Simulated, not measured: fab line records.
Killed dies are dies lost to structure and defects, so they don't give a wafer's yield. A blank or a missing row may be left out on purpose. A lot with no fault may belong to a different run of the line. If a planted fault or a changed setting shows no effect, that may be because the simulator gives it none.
Comparing a struck lot with a sound one + flow rit_cmos + 15 out of 202 route steps
Sound: wafers L560.3, L560.4, L560.5. The struck wafers were L571.1, L571.4, L571.6. Last of all comes the cause.
For every step that has rows: the tool of each side, followed by ch and its chambers, followed by its first start. Under that, the readings that differ: sound wafers + struck wafers + difference of the means + sigmas: that difference in standard deviations of wafers without a fault.
alike: same words and numbers on both sides, and readings whose means sit less than 2 such deviations apart. not compared: any withheld reading, any reading some wafer has no value for, any bound like >300 that may hide the same value, and any number with overlapping values for which the record gives no deviation.
The two part at a step that has a row with sigmas, a row that says differs or no value, or rows on one side only. When numbers do not overlap yet have no deviation, they are printed without sigmas and do not part them. A reading that every wafer of one side lacks parts them only if that side has two wafers or more.

RIT_M1_SPUTTER_00: material Al, target thk 400 nm, time 500 s.
  sound on pvd_sputter-03 at day 5 05:32; struck on pvd_sputter-03 at day 7 18:28
  alike: throttle_valve_pct
RIT_M1_RS_MEAS_01: a four-point-probe measurement.
  sound on film_metro-04 at day 5 05:52; struck on film_metro-01 at day 7 18:46
  alike: M1_AL_RS
RIT_M1_THK_MEAS_02: measures by xrf.
  sound on film_metro-04 at day 5 05:58; struck on film_metro-01 at day 7 18:53
  alike: M1_AL_THK
then, 6 steps without rows for these wafers: RIT_M1_HMDS_03 (prime time 60 s); RIT_M1_COAT_04 (resist thk 1300 nm); RIT_M1_SOFTBAKE_05 (time 60 s); RIT_M1_EXPOSE_06 (exposes mask M12, target cd 2600 nm); RIT_M1_PEB_07; RIT_M1_DEVELOP_08 (develop time 68 s).
RIT_M1_CD_MEAS_09 targets a cd of 2600 nm.
  sound on cd_sem-02 at day 5 07:03; struck on cd_sem-01 at day 7 20:07
  alike: cd_nm
RIT_M1_OVL_MEAS_10:
  sound on overlay-02 at day 5 07:08; struck on overlay-02 at day 7 20:14
  alike: M1_OVL
then, 1 step without rows for these wafers: RIT_M1_HARDBAKE_11 (time 120 s).
RIT_M1_METAL_ETCH_12: etches Al in Cl2/BCl3, stops on SiO2, time 165 s, target depth 600 nm.
  sound on rie_metal-01 ch 0,1, day 5 07:28; struck on rie_metal-03 ch 0,1, day 7 20:35
| reading                                 | sound             | struck          | difference | sigmas |
|-----------------------------------------|-------------------|-----------------|------------|--------|
| drypump_motor_current_A (A)             | 6.0 6.4 6.4       | 5.5 5.7 5.5     | -0.7       | -2     |
| model.NOVOLAK_of_M1_COAT_04.thk_nm (nm) | 817.5 819.9 817.7 | 895 897.3 896.3 | +78        |        |
| model.M1.feature_depth_nm (nm)          | 435.7 433.6 434.4 | 422.5 416 418.9 | -15.4      |        |
  alike: oes_product_au, throttle_valve_pct
  not compared: rf_hours_counter_h, model.SiO2_of_CONTACT_CVD_00.thk_nm
then, 1 step without rows for these wafers: RIT_M1_STRIP_13 (strips in nmp, time 600 s).
RIT_M1_PROBE_99:
  sound on prober-02 at day 5 09:46; struck on prober-02 at day 8 00:06
| reading                                        | sound                        | struck                        | difference | sigmas |
|------------------------------------------------|------------------------------|-------------------------------|------------|--------|
| model.etest.m1_comb_over_steps.leak_log10_a_um | -12.68 -12.97 -12.78         | -7.699 -9.311 -8.158          | +4.421     |        |
| model.etest.ring.quiet_log10_a (angstrom)      | -7.427 -7.509 -7.512         | -5.879 -6.967 -6.183          | +1.140     |        |
| model.etest.antenna_m1.vt_shift_v (V)          | -0.009038 -0.00978 -0.006547 | -0.005215 -0.004934 -0.001245 | +0.004657  |        |

## WHERE THEY PART
Within this record, at RIT_M1_METAL_ETCH_12 only.

WHY: whatever the simulator had introduced
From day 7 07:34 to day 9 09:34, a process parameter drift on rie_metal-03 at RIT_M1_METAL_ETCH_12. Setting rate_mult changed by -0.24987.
